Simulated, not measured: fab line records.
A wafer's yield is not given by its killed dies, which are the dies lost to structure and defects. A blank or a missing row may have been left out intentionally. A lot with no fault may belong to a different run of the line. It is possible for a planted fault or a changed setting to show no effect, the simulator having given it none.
fab line records	flow rit_cmos
record: lots: 7	wafers: 21	last_day: 7
route steps=202 shown NLDD@110 PLDD@114 SPACER@125 NSD@131 PSD@142 M1@202
lots with no fault: from the same line, run without faults
start_h: start of the lot's first displayed wafer, in hours after the record's first day	wait_h: hours from the lot's prior step to this one	" repeats the value in the row above	L1.1+2: several wafers, shown together as one row	- no value, or no start was given	* or withheld: withheld	< > ~ a bound
route shown NAME@n: names a module that has steps shown in the file, with the first one's number in the route	usual: mean/standard deviation of fault-free wafers	same: alike in all rows	chamber/n: place in a boat	sites: readings site by site	_std_site: the values' standard deviation	_edge_site: the outer-site mean with the inner-site mean subtracted	radius_mm: how far each site lies from the wafer's centre	mask NAME#n: copy n	behind: the most recent tool/chamber to have shaped the wafer	hold: what put the lot on hold/how long, in hours/how the hold closed	device: names the non-switching transistor (n, p or np)	end of line: at the end of the route, the tests of the same wafers	step lacking rows: just its recipe	killed: dies lost to structure and defects at the first sort, not the wafer's yield	map: the dies of a wafer, with x for killed, . for not killed, _ for no die there
set.NAME: the setting as run; set.NAME@STEP: as run at that earlier step	model.NAME: the simulator's own value behind a step, which no gauge read
lots seen at some steps along the route; tables by step, rows by wafer
services: a tool's chamber out of use, with start hour (start_h, from the record's first day; less than 0 if before it), hours out, and reason
== steps ==
step: RIT_NLDD_HARDBAKE_07
recipe: resist: NOVOLAK	temp_c: 140	time_s: 60
step: RIT_NLDD_IMPLANT_08
recipe: species: P	energy_kev: 20	dose_cm2: 5e+14	tilt_deg: 7
step: RIT_NLDD_STRIP_09
recipe: chemistry: O2	time_s: 180	resist: NOVOLAK	platen_temp_c: withheld	power_w: 500	pressure_mtorr: 4000	o2_flow_sccm: 4000
usual: drypump_motor_current_A: 5.68/0.21
lot.wafer	tool	chamber	start_h	wait_h	drypump_motor_current_A	rf_hours_counter_h
L403.1	plasma_asher-02	1	50.77	0.1	5.65	28
L403.4	"	1	"	"	5.66	-
L403.5	"	1	"	"	5.66	-
L408.2	plasma_asher-04	0	77.37	0.1	6.09	44
L408.5	"	0	"	"	6.09	-
L408.6	"	1	"	"	5.30	-
L409.4	plasma_asher-01	0	80.93	0.1	5.62	-
L409.5	"	0	"	"	5.66	-
L409.6	"	1	"	"	5.77	-
L410.1	plasma_asher-01	1	90.19	0.1	5.77	45
L410.3	"	1	"	"	5.75	-
L410.5	"	1	"	"	5.76	-
L419.3	plasma_asher-04	1	132.16	0.1	5.31	-
L419.5	"	1	"	"	5.28	-
L419.6	"	0	"	"	6.07	-
L420.2	plasma_asher-04	0	136.55	0.1	6.10	2
L420.5	"	0	"	"	6.11	-
L420.6	"	1	"	"	5.30	-
L424.3	plasma_asher-01	0	156.69	0.1	5.68	-
L424.4	"	1	"	"	5.75	-
L424.5	"	0	"	"	5.64	-
step: RIT_NLDD_TW_MEAS_10
usual: NLDD_TW: 2513/30
lot.wafer	tool	chamber	start_h	wait_h	NLDD_TW
L403.1	film_metro-01	-	50.94	0.1	2549
L403.4	"	-	"	"	2545
L403.5	"	-	"	"	2548
L408.2	film_metro-03	-	77.56	0.1	2487
L408.5	"	-	"	"	2493
L408.6	"	-	"	"	2489
L409.4	film_metro-04	-	81.08	0.1	2493
L409.5	"	-	"	"	2482
L409.6	"	-	"	"	2481
L410.1	film_metro-03	-	90.37	0.1	2504
L410.3	"	-	"	"	2506
L410.5	"	-	"	"	2498
L419.3	film_metro-01	-	132.29	0.1	2551
L419.5	"	-	"	"	2542
L419.6	"	-	"	"	2544
L420.2	film_metro-01	-	136.73	0.1	2560
L420.5	"	-	"	"	2555
L420.6	"	-	"	"	2545
L424.3	film_metro-04	-	156.83	0.1	2501
L424.4	"	-	"	"	2493
L424.5	"	-	"	"	2491
step: RIT_PLDD_HMDS_00
recipe: prime_time_s: 60	prime_temp_c: 140
step: RIT_PLDD_COAT_01
recipe: resist: NOVOLAK	spin_rpm: 3250	resist_thk_nm: 1000
step: RIT_PLDD_SOFTBAKE_02
recipe: resist: NOVOLAK	temp_c: 90	time_s: 60
step: RIT_PLDD_EXPOSE_03
recipe: mask_id: M8	na: 0.57	target_cd_nm: 40900	dose_mj: 250
step: RIT_PLDD_PEB_04
recipe: resist: NOVOLAK	temp_c: withheld	time_s: withheld
step: RIT_PLDD_DEVELOP_05
recipe: resist: NOVOLAK	develop_time_s: 50	dev_temp_c: 23
step: RIT_PLDD_OVL_MEAS_06
usual: PLDD_OVL: -2.2/1.4
lot.wafer	tool	chamber	start_h	wait_h	PLDD_OVL[nm]
L403.1	overlay-01	-	51.98	-	-2.2
L403.4	"	-	"	"	0.1
L403.5	"	-	"	"	-2.8
L408.2	overlay-01	-	78.59	-	-3.9
L408.5	"	-	"	"	-3.1
L408.6	"	-	"	"	-3.8
L409.4	overlay-02	-	81.97	-	-2.0
L409.5	"	-	"	"	-1.1
L409.6	"	-	"	"	-3.9
L410.1	overlay-02	-	91.28	-	-0.8
L410.3	"	-	"	"	-2.6
L410.5	"	-	"	"	-1.8
L419.3	overlay-01	-	133.38	-	-1.8
L419.5	"	-	"	"	-2.4
L419.6	"	-	"	"	-2.4
L420.2	overlay-02	-	137.64	-	-5.0
L420.5	"	-	"	"	-5.5
L420.6	"	-	"	"	-3.4
L424.3	overlay-02	-	157.73	-	-3.1
L424.4	"	-	"	"	-1.7
L424.5	"	-	"	"	-3.8
step: RIT_PLDD_HARDBAKE_07
recipe: resist: NOVOLAK	temp_c: 140	time_s: 60
step: RIT_PLDD_IMPLANT_08
recipe: species: BF2	energy_kev: 20	dose_cm2: 9e+14	tilt_deg: 7
usual: tilt_deg: 7.001/0.024
lot.wafer	tool	chamber	start_h	wait_h	tilt_deg
L403.1	implanter-03	0	52.16	0.1	6.982
L403.4	"	0	"	"	6.965
L403.5	"	0	"	"	6.971
L408.2	implanter-03	0	78.79	0.1	7.584
L408.5	"	0	"	"	7.592
L408.6	"	0	"	"	7.593
L409.4	implanter-03	0	82.22	0.1	7.602
L409.5	"	0	"	"	7.547
L409.6	"	0	"	"	7.596
L410.1	implanter-03	0	91.46	0.1	7.553
L410.3	"	0	"	"	7.558
L410.5	"	0	"	"	7.563
L419.3	implanter-02	0	133.65	0.1	7.002
L419.5	"	0	"	"	7.008
L419.6	"	0	"	"	7.007
L420.2	implanter-02	0	137.95	0.1	7.012
L420.5	"	0	"	"	7.065
L420.6	"	0	"	"	7.017
L424.3	implanter-01	0	157.95	0.1	7.055
L424.4	"	0	"	"	7.033
L424.5	"	0	"	"	7.005
step: RIT_PLDD_STRIP_09
recipe: chemistry: O2	time_s: 180	resist: NOVOLAK	platen_temp_c: withheld	power_w: 500	pressure_mtorr: 4000	o2_flow_sccm: 3853
usual: drypump_motor_current_A: 5.8/0.31
lot.wafer	tool	chamber	start_h	wait_h	drypump_motor_current_A	rf_hours_counter_h
L403.1	plasma_asher-03	0	52.31	0.1	6.1	38
L403.4	"	0	"	"	6.2	-
L403.5	"	1	"	"	6.1	-
L408.2	plasma_asher-02	0	78.92	0.1	5.7	31
L408.5	"	1	"	"	5.6	-
L408.6	"	0	"	"	5.6	-
L409.4	plasma_asher-03	1	82.35	0.1	6.1	-
L409.5	"	0	"	"	6.1	-
L409.6	"	1	"	"	6.1	-
L410.1	plasma_asher-03	1	91.61	0.1	6.1	42
L410.3	"	1	"	"	6.1	-
L410.5	"	1	"	"	6.1	-
L419.3	plasma_asher-03	1	133.81	0.1	6.1	-
L419.5	"	1	"	"	6.1	-
L419.6	"	0	"	"	6.1	-
L420.2	plasma_asher-04	0	138.08	0.1	6.1	2
L420.5	"	0	"	"	6.1	-
L420.6	"	1	"	"	5.3	-
L424.3	plasma_asher-03	0	158.11	0.1	6.2	-
L424.4	"	1	"	"	6.1	-
L424.5	"	1	"	"	6.1	-
step: RIT_PLDD_TW_MEAS_10
usual: PLDD_TW: 2365/26
lot.wafer	tool	chamber	start_h	wait_h	PLDD_TW
L403.1	film_metro-03	-	52.49	0.1	2361
L403.4	"	-	"	"	2365
L403.5	"	-	"	"	2362
L408.2	film_metro-01	-	79.10	0.1	2385
L408.5	"	-	"	"	2394
L408.6	"	-	"	"	2397
L409.4	film_metro-04	-	82.50	0.1	2340
L409.5	"	-	"	"	2341
L409.6	"	-	"	"	2338
L410.1	film_metro-04	-	91.79	0.1	2339
L410.3	"	-	"	"	2338
L410.5	"	-	"	"	2348
L419.3	film_metro-01	-	133.95	0.1	2408
L419.5	"	-	"	"	2399
L419.6	"	-	"	"	2411
L420.2	film_metro-04	-	138.26	0.1	2336
L420.5	"	-	"	"	2338
L420.6	"	-	"	"	2336
L424.3	film_metro-04	-	158.25	0.1	2345
L424.4	"	-	"	"	2347
L424.5	"	-	"	"	2348
step: RIT_SPACER_CLEAN_00
recipe: chemistry: SC1	mix: 3:3:50	time_s: 600	temp_c: 75
step: RIT_SPACER_CLEAN_01
recipe: chemistry: dHF	dilution: 50:1	time_s: 30
step: RIT_SPACER_CLEAN_02
recipe: chemistry: SC2	mix: 3:3:50	time_s: 600	temp_c: 75	dry: n2_spin
step: RIT_SPACER_CVD_03
recipe: material: Si3N4	target_thk_nm: 250	temp_c: 810	precursor: SiH2Cl2/NH3	time_s: 3300	pressure_mtorr: 300	sih2cl2_flow_sccm: 60	nh3_flow_sccm: 150
step: RIT_SPACER_THK_MEAS_04
recipe: reads: Si3N4_of_SPACER_CVD_03
usual: SPACER_NITRIDE_THK: 250.8/2.2
lot.wafer	tool	chamber	start_h	wait_h	SPACER_NITRIDE_THK[nm]
L403.1	film_metro-01	-	54.85	0.0	249.4
L403.4	"	-	"	"	247.5
L403.5	"	-	"	"	248.4
L408.2	film_metro-03	-	81.46	0.0	252.3
L408.5	"	-	"	"	253.3
L408.6	"	-	"	"	252.5
L409.4	film_metro-02	-	84.84	0.0	253.2
L409.5	"	-	"	"	249.7
L409.6	"	-	"	"	251.8
L410.1	film_metro-01	-	94.15	0.0	250.9
L410.3	"	-	"	"	251.0
L410.5	"	-	"	"	252.6
L419.3	film_metro-01	-	136.32	0.0	249.1
L419.5	"	-	"	"	251.9
L419.6	"	-	"	"	251.7
L420.2	film_metro-02	-	140.64	0.0	249.6
L420.5	"	-	"	"	250.5
L420.6	"	-	"	"	252.1
L424.3	film_metro-01	-	160.61	0.0	251.3
L424.4	"	-	"	"	250.3
L424.5	"	-	"	"	250.6
step: RIT_SPACER_ETCHBACK_05
recipe: target_depth_a: 2500	SF6_flow_sccm: 30	CHF3_flow_sccm: 30	target: Si3N4	chemistry: SF6/CHF3	pressure_mtorr: 40	rf_w: 250	time_s: 240	stop_on: SiO2
usual: drypump_motor_current_A: 5.7/0.61	oes_product_au: 0.846/0.016	throttle_valve_pct: 10.29/0.14
lot.wafer	tool	chamber	start_h	wait_h	drypump_motor_current_A	oes_product_au	rf_hours_counter_h	throttle_valve_pct
L403.1	rie_diel-03	2	54.91	0.1	6.3	0.850	54	10.21
L403.4	"	0	"	"	5.3	0.847	11	10.43
L403.5	"	3	"	"	5.0	0.850	-	10.49
L408.2	rie_diel-03	2	81.51	0.0	6.3	0.865	54	10.21
L408.5	"	1	"	"	6.4	0.827	-	10.26
L408.6	"	0	"	"	5.3	0.867	-	10.42
L409.4	rie_diel-04	3	84.87	0.0	6.1	0.847	0	10.08
L409.5	"	3	"	"	6.0	0.842	-	10.08
L409.6	"	0	"	"	4.9	0.876	-	10.41
L410.1	rie_diel-04	1	94.21	0.1	5.3	0.836	2	10.27
L410.3	"	0	"	"	4.9	0.886	138	10.42
L410.5	"	1	"	"	5.3	0.835	-	10.27
L419.3	rie_diel-03	0	136.36	0.0	5.3	0.842	12	10.42
L419.5	"	1	"	"	6.5	0.829	-	10.27
L419.6	"	2	"	"	6.3	0.861	-	10.20
L420.2	rie_diel-03	1	140.69	0.0	6.5	0.827	35	10.26
L420.5	"	2	"	"	6.3	0.860	-	10.18
L420.6	"	1	"	"	6.4	0.834	-	10.25
L424.3	rie_diel-04	2	160.65	0.0	6.1	0.833	121	10.29
L424.4	"	3	"	"	6.1	0.842	2	10.07
L424.5	"	0	"	"	4.9	0.880	-	10.42
step: RIT_NSD_HMDS_00
recipe: prime_time_s: 60	prime_temp_c: 140
step: RIT_NSD_COAT_01
recipe: resist: NOVOLAK	spin_rpm: 3250	resist_thk_nm: 1000
step: RIT_NSD_SOFTBAKE_02
recipe: resist: NOVOLAK	temp_c: 90	time_s: 60
step: RIT_NSD_EXPOSE_03
recipe: mask_id: M9	na: 0.57	target_cd_nm: 40700	dose_mj: 250
step: RIT_NSD_PEB_04
recipe: resist: NOVOLAK	temp_c: withheld	time_s: withheld
step: RIT_NSD_DEVELOP_05
recipe: resist: NOVOLAK	develop_time_s: 50	dev_temp_c: 23
step: RIT_NSD_OVL_MEAS_06
usual: NSD_OVL: -0.4/1.3
lot.wafer	tool	chamber	start_h	wait_h	NSD_OVL[nm]
L403.1	overlay-01	-	56.03	-	1.2
L403.4	"	-	"	"	0.5
L403.5	"	-	"	"	0.8
L408.2	overlay-01	-	82.52	-	-0.7
L408.5	"	-	"	"	-1.4
L408.6	"	-	"	"	-0.7
L409.4	overlay-01	-	85.89	-	0.8
L409.5	"	-	"	"	1.7
L409.6	"	-	"	"	-1.7
L410.1	overlay-02	-	95.33	-	-2.5
L410.3	"	-	"	"	-0.8
L410.5	"	-	"	"	-0.8
L419.3	overlay-02	-	137.38	-	-1.8
L419.5	"	-	"	"	-1.4
L419.6	"	-	"	"	-2.5
L420.2	overlay-01	-	141.74	-	1.5
L420.5	"	-	"	"	-0.4
L420.6	"	-	"	"	2.2
L424.3	overlay-02	-	161.66	-	0.0
L424.4	"	-	"	"	-2.2
L424.5	"	-	"	"	-1.1
step: RIT_NSD_HARDBAKE_07
recipe: resist: NOVOLAK	temp_c: 140	time_s: 60
step: RIT_NSD_IMPLANT_08
recipe: species: P	energy_kev: 25	dose_cm2: 1.016e+15	tilt_deg: 7
step: RIT_NSD_STRIP_09
recipe: chemistry: O2	time_s: 180	resist: NOVOLAK	platen_temp_c: withheld	power_w: 500	pressure_mtorr: 4000	o2_flow_sccm: 4000
usual: drypump_motor_current_A: 5.79/0.3
lot.wafer	tool	chamber	start_h	wait_h	drypump_motor_current_A	rf_hours_counter_h
L403.1	plasma_asher-01	1	56.37	0.1	5.81	42
L403.4	"	0	"	"	5.65	-
L403.5	"	1	"	"	5.75	-
L408.2	plasma_asher-03	0	82.85	0.1	6.16	41
L408.5	"	0	"	"	6.16	-
L408.6	"	1	"	"	6.08	-
L409.4	plasma_asher-04	1	86.27	0.1	5.32	-
L409.5	"	1	"	"	5.34	-
L409.6	"	0	"	"	6.12	-
L410.1	plasma_asher-04	1	95.67	0.1	5.32	45
L410.3	"	0	"	"	6.13	-
L410.5	"	0	"	"	6.09	-
L419.3	plasma_asher-01	1	137.76	0.1	5.76	-
L419.5	"	0	"	"	5.66	-
L419.6	"	1	"	"	5.78	-
L420.2	plasma_asher-03	0	142.07	0.1	6.15	48
L420.5	"	0	"	"	6.18	-
L420.6	"	1	"	"	6.09	-
L424.3	plasma_asher-04	0	162.04	0.1	6.11	-
L424.4	"	1	"	"	5.31	-
L424.5	"	0	"	"	6.13	-
step: RIT_NSD_TW_MEAS_10
usual: NSD_TW: 3172/36
lot.wafer	tool	chamber	start_h	wait_h	NSD_TW
L403.1	film_metro-04	-	56.54	0.1	3110
L403.4	"	-	"	"	3109
L403.5	"	-	"	"	3110
L408.2	film_metro-01	-	83.03	0.1	3195
L408.5	"	-	"	"	3213
L408.6	"	-	"	"	3195
L409.4	film_metro-03	-	86.41	0.1	3132
L409.5	"	-	"	"	3133
L409.6	"	-	"	"	3131
L410.1	film_metro-01	-	95.85	0.1	3203
L410.3	"	-	"	"	3184
L410.5	"	-	"	"	3191
L419.3	film_metro-01	-	137.90	0.1	3208
L419.5	"	-	"	"	3198
L419.6	"	-	"	"	3200
L420.2	film_metro-04	-	142.25	0.1	3133
L420.5	"	-	"	"	3132
L420.6	"	-	"	"	3130
L424.3	film_metro-03	-	162.18	0.1	3134
L424.4	"	-	"	"	3128
L424.5	"	-	"	"	3139
step: RIT_PSD_HMDS_00
recipe: prime_time_s: 60	prime_temp_c: 140
step: RIT_PSD_COAT_01
recipe: resist: NOVOLAK	spin_rpm: 3250	resist_thk_nm: 1000
step: RIT_PSD_SOFTBAKE_02
recipe: resist: NOVOLAK	temp_c: 90	time_s: 60
step: RIT_PSD_EXPOSE_03
recipe: mask_id: M10	na: 0.57	target_cd_nm: 40900	dose_mj: 250
step: RIT_PSD_PEB_04
recipe: resist: NOVOLAK	temp_c: withheld	time_s: withheld
step: RIT_PSD_DEVELOP_05
recipe: resist: NOVOLAK	develop_time_s: 50	dev_temp_c: 23
step: RIT_PSD_OVL_MEAS_06
usual: PSD_OVL: -1.5/1.3
lot.wafer	tool	chamber	start_h	wait_h	PSD_OVL[nm]
L403.1	overlay-02	-	57.58	-	-4.1
L403.4	"	-	"	"	-2.0
L403.5	"	-	"	"	-2.3
L408.2	overlay-01	-	84.06	-	0.5
L408.5	"	-	"	"	-0.4
L408.6	"	-	"	"	-1.5
L409.4	overlay-01	-	87.44	-	0.4
L409.5	"	-	"	"	-1.1
L409.6	"	-	"	"	-1.5
L410.1	overlay-01	-	96.76	-	-0.3
L410.3	"	-	"	"	-0.5
L410.5	"	-	"	"	-0.4
L419.3	overlay-02	-	138.92	-	1.3
L419.5	"	-	"	"	0.2
L419.6	"	-	"	"	-0.9
L420.2	overlay-01	-	143.16	-	0.5
L420.5	"	-	"	"	-1.3
L420.6	"	-	"	"	0.0
L424.3	overlay-01	-	163.20	-	-1.5
L424.4	"	-	"	"	-1.4
L424.5	"	-	"	"	0.3
step: RIT_PSD_HARDBAKE_07
recipe: resist: NOVOLAK	temp_c: 140	time_s: 60
step: RIT_PSD_IMPLANT_08
recipe: species: BF2	energy_kev: 27	dose_cm2: 4.882e+15	tilt_deg: 7
step: RIT_PSD_STRIP_09
recipe: chemistry: O2	time_s: 180	resist: NOVOLAK	platen_temp_c: withheld	power_w: 500	pressure_mtorr: 4000	o2_flow_sccm: 4000
usual: drypump_motor_current_A: 5.90/0.23
lot.wafer	tool	chamber	start_h	wait_h	drypump_motor_current_A	rf_hours_counter_h
L403.1	plasma_asher-03	0	57.91	0.1	6.16	39
L403.4	"	1	"	"	6.07	-
L403.5	"	1	"	"	6.08	-
L408.2	plasma_asher-01	1	84.39	0.1	5.76	45
L408.5	"	0	"	"	5.67	-
L408.6	"	1	"	"	5.77	-
L409.4	plasma_asher-02	0	87.81	0.1	5.63	-
L409.5	"	0	"	"	5.62	-
L409.6	"	1	"	"	5.65	-
L410.1	plasma_asher-02	1	97.09	0.1	5.64	32
L410.3	"	1	"	"	5.65	-
L410.5	"	0	"	"	5.59	-
L419.3	plasma_asher-03	0	139.30	0.1	6.16	-
L419.5	"	1	"	"	6.06	-
L419.6	"	0	"	"	6.17	-
L420.2	plasma_asher-01	0	143.49	0.1	5.68	52
L420.5	"	0	"	"	5.65	-
L420.6	"	1	"	"	5.78	-
L424.3	plasma_asher-03	1	163.59	0.1	6.08	-
L424.4	"	0	"	"	6.15	-
L424.5	"	1	"	"	6.08	-
step: RIT_SDANNEAL_RS_MEAS_06
recipe: thk_meas_gauge: four-point-probe
usual: PLDD_RS: 178.5/0.49
lot.wafer	tool	chamber	start_h	wait_h	PLDD_RS[ohm/sq]
L403.1	film_metro-03	-	58.81	0.1	178.2
L403.4	"	-	"	"	178.5
L403.5	"	-	"	"	178.3
L408.2	film_metro-01	-	85.35	0.1	-
L408.5	"	-	"	"	-
L408.6	"	-	"	"	-
L409.4	film_metro-04	-	88.71	0.1	-
L409.5	"	-	"	"	-
L409.6	"	-	"	"	-
L410.1	film_metro-04	-	97.99	0.1	-
L410.3	"	-	"	"	-
L410.5	"	-	"	"	-
L419.3	film_metro-01	-	140.38	0.1	179.1
L419.5	"	-	"	"	179.0
L419.6	"	-	"	"	179.0
L420.2	film_metro-01	-	144.41	0.1	178.1
L420.5	"	-	"	"	178.6
L420.6	"	-	"	"	178.1
L424.3	film_metro-03	-	164.48	0.1	177.5
L424.4	"	-	"	"	177.7
L424.5	"	-	"	"	178.4
step: RIT_M1_PROBE_99
usual: killed_at_M0_to_M3: 0.0/0.25	killed_at_front_end: 7/3.4	killed_dies: 7/3.4	killed_open: 3.7/2.2	killed_short: 3.6/2.2
same: gross_dies: 264	killed_at_M4_up: 0	killed_at_back_side: 0	killed_at_contacts: 0	killed_at_other: 0
lot.wafer	tool	chamber	start_h	wait_h	killed_at_M0_to_M3	killed_at_front_end	killed_dies	killed_open	killed_short	model.etest.pmos_turned.r_on_ohm_um	model.etest.pmos_turned.drive_ua_um
L403.1	prober-01	-	65.86	0.1	0	4	4	1	3	3371	195.8
L403.4	prober-01	-	66.01	0.2	0	7	7	3	4	3538	184.9
L403.5	prober-01	-	66.06	0.2	0	7	7	6	1	3459	191.4
L408.2	prober-02	-	92.57	0.1	0	7	7	3	4	3706	166.7
L408.5	prober-02	-	92.72	0.2	0	8	8	2	6	3680	169.3
L408.6	prober-02	-	92.77	0.2	0	9	9	5	4	3760	164.4
L409.4	prober-01	-	95.92	0.2	0	6	6	3	3	3704	169
L409.5	prober-01	-	95.97	0.2	0	15	15	7	8	3775	162.3
L409.6	prober-01	-	96.02	0.2	0	8	8	4	4	3707	168.2
L410.1	prober-02	-	105.11	0.1	0	7	7	2	3	3851	154.3
L410.3	prober-02	-	105.21	0.2	0	3	3	2	1	4115	142.6
L410.5	prober-02	-	105.31	0.2	0	1	1	1	0	3934	151.2
L419.3	prober-02	-	147.59	0.2	0	11	11	7	4	3392	192.8
L419.5	prober-02	-	147.69	0.2	0	10	10	7	3	3331	197.8
L419.6	prober-02	-	147.74	0.2	0	7	7	3	4	3508	185.2
L420.2	prober-02	-	151.43	0.1	2	8	10	6	2	3311	196.7
L420.5	prober-02	-	151.58	0.2	0	8	8	4	4	3258	200.2
L420.6	prober-02	-	151.63	0.2	0	5	5	1	3	3327	192.9
L424.3	prober-02	-	171.66	0.2	0	4	4	3	1	3455	189.9
L424.4	prober-02	-	171.71	0.2	0	6	6	4	2	3416	193.7
L424.5	prober-02	-	171.76	0.2	0	3	3	1	2	3408	193.2
killed by level:class
L403.1 FOX1:geometric_particle:short=1 GATE:geometric_particle:short=1 SILICIDE:geometric_particle:open=1 SILICIDE:geometric_particle:short=1
L403.4 REOX:geometric_particle:short=2 FOX1:geometric_particle:open=1 FOX1:geometric_particle:short=1 FOX2:geometric_particle:open=1 GATE:geometric_particle:short=1 REOX:geometric_particle:open=1
L403.5 GATE:geometric_particle:open=3 FOX1:geometric_particle:open=2 SILICIDE:geometric_particle:open=1 SILICIDE:geometric_particle:short=1
L408.2 FOX1:geometric_particle:open=1 FOX2:geometric_particle:short=1 GATE:geometric_particle:short=1 REOX:geometric_particle:short=1 REOX:geometric_particle:open=1 SILICIDE:geometric_particle:short=1 SILICIDE:geometric_particle:open=1
L408.5 GATE:geometric_particle:short=3 REOX:geometric_particle:short=2 FOX1:geometric_particle:open=1 GATE:geometric_particle:open=1 SPACER:geometric_particle:short=1
L408.6 GATE:geometric_particle:open=5 GATE:geometric_particle:short=2 SILICIDE:geometric_particle:short=2
L409.4 FOX1:geometric_particle:short=1 FOX2:geometric_particle:open=1 GATE:geometric_particle:open=1 REOX:geometric_particle:short=1 SILICIDE:geometric_particle:open=1 SILICIDE:geometric_particle:short=1
L409.5 GATE:geometric_particle:short=3 GATE:geometric_particle:open=2 REOX:geometric_particle:short=2 REOX:geometric_particle:open=2 FOX1:geometric_particle:open=1 FOX1:geometric_particle:short=1 FOX2:geometric_particle:short=1 SPACER:geometric_particle:open=1
L409.6 GATE:geometric_particle:short=3 REOX:geometric_particle:open=3 FOX1:geometric_particle:open=1 FOX2:geometric_particle:short=1
L410.1 NSD:coat_microbubble_printed=2 FOX1:geometric_particle:short=1 FOX2:geometric_particle:short=1 GATE:geometric_particle:short=1 SPACER:geometric_particle:open=1 SILICIDE:geometric_particle:open=1
L410.3 GATE:geometric_particle:open=1 REOX:geometric_particle:short=1 SPACER:geometric_particle:open=1
L410.5 REOX:geometric_particle:open=1
L419.3 SPACER:geometric_particle:open=4 SILICIDE:geometric_particle:short=2 SILICIDE:geometric_particle:open=2 FOX1:geometric_particle:short=1 FOX2:geometric_particle:open=1 REOX:geometric_particle:short=1
L419.5 GATE:geometric_particle:open=5 FOX2:geometric_particle:short=1 FOX2:geometric_particle:open=1 REOX:geometric_particle:short=1 SPACER:geometric_particle:open=1 SILICIDE:geometric_particle:short=1
L419.6 GATE:geometric_particle:open=2 SILICIDE:geometric_particle:short=2 REOX:geometric_particle:short=1 REOX:geometric_particle:open=1 SPACER:geometric_particle:short=1
L420.2 REOX:geometric_particle:open=2 SILICIDE:geometric_particle:open=2 M1:coat_microbubble_printed=2 GATE:geometric_particle:short=1 GATE:geometric_particle:open=1 SPACER:geometric_particle:open=1 SILICIDE:geometric_particle:short=1
L420.5 GATE:geometric_particle:open=3 GATE:geometric_particle:short=2 FOX1:geometric_particle:short=1 SPACER:geometric_particle:open=1 SILICIDE:geometric_particle:short=1
L420.6 GATE:geometric_particle:short=3 FOX1:geometric_particle:open=1 NWELL:coat_microbubble_printed=1
L424.3 SILICIDE:geometric_particle:open=2 GATE:geometric_particle:open=1 GATE:geometric_particle:short=1
L424.4 GATE:geometric_particle:open=2 SPACER:geometric_particle:open=2 FOX1:geometric_particle:short=1 SILICIDE:geometric_particle:short=1
L424.5 FOX2:geometric_particle:short=1 GATE:geometric_particle:open=1 GATE:geometric_particle:short=1
== services ==
tool	chamber	start_h	hours	kind
rie_diel-04	3	50.62	-	clean
rie_diel-04	3	50.62	15.7	scheduled_down
rie_diel-04	3	50.62	15.7	vent_cycle
rie_diel-03	1	82.20	9.4	repair
rie_diel-04	3	87.50	8.3	repair
implanter-02	-	87.65	5.7	repair
implanter-01	-	91.33	1.1	repair
rie_diel-04	3	102.17	3.8	repair
plasma_asher-02	-	104.47	14.6	pm
plasma_asher-04	-	108.84	9.0	pm
plasma_asher-04	0	108.84	9.0	vent_cycle
plasma_asher-04	1	108.84	9.0	vent_cycle
plasma_asher-04	0	117.84	-	clean
plasma_asher-04	1	117.84	-	clean
rie_diel-04	0	129.83	13.2	repair
rie_diel-03	3	136.89	2.7	repair
implanter-02	-	140.11	1.0	repair
implanter-03	-	144.48	1.5	repair
rie_diel-04	0	150.33	5.3	repair
rie_diel-04	2	161.68	3.1	repair
== key ==
first_sign: step: RIT_PLDD_IMPLANT_08	reading: tilt_deg	direction: up	sigmas: 24	usual: 7.001	struck: 7.576
effect: step: RIT_SDANNEAL_RS_MEAS_06	reading: PLDD_RS	direction: missing
model_effect: step: RIT_M1_PROBE_99	value: etest.pmos_turned.r_on_ohm_um	without: 3600	struck: 3804
met_at RIT_PLDD_IMPLANT_08
struck_wafers L408.2,L408.5,L408.6,L409.4,L409.5,L409.6,L410.1,L410.3,L410.5
tester_left_out L408,L409,L410
onset_between 52.16 78.79
fault: kind: process_parameter_drift	tool: implanter-03	chamber: -	onset_h: 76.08	steps: RIT_PLDD_IMPLANT_08	channel: tilt_deg	offset: 0.5764	shape: step	end_h: 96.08	acts_in: these_recipes_only	stated: 7
tester_left_out: of these lots the tester's yield and bins aren't shown, on N5 and GAA mostly nor the transistor test; their killed dies are dies lost to structure and defects alone, not to doping, threshold or leakage, so they don't give the yield
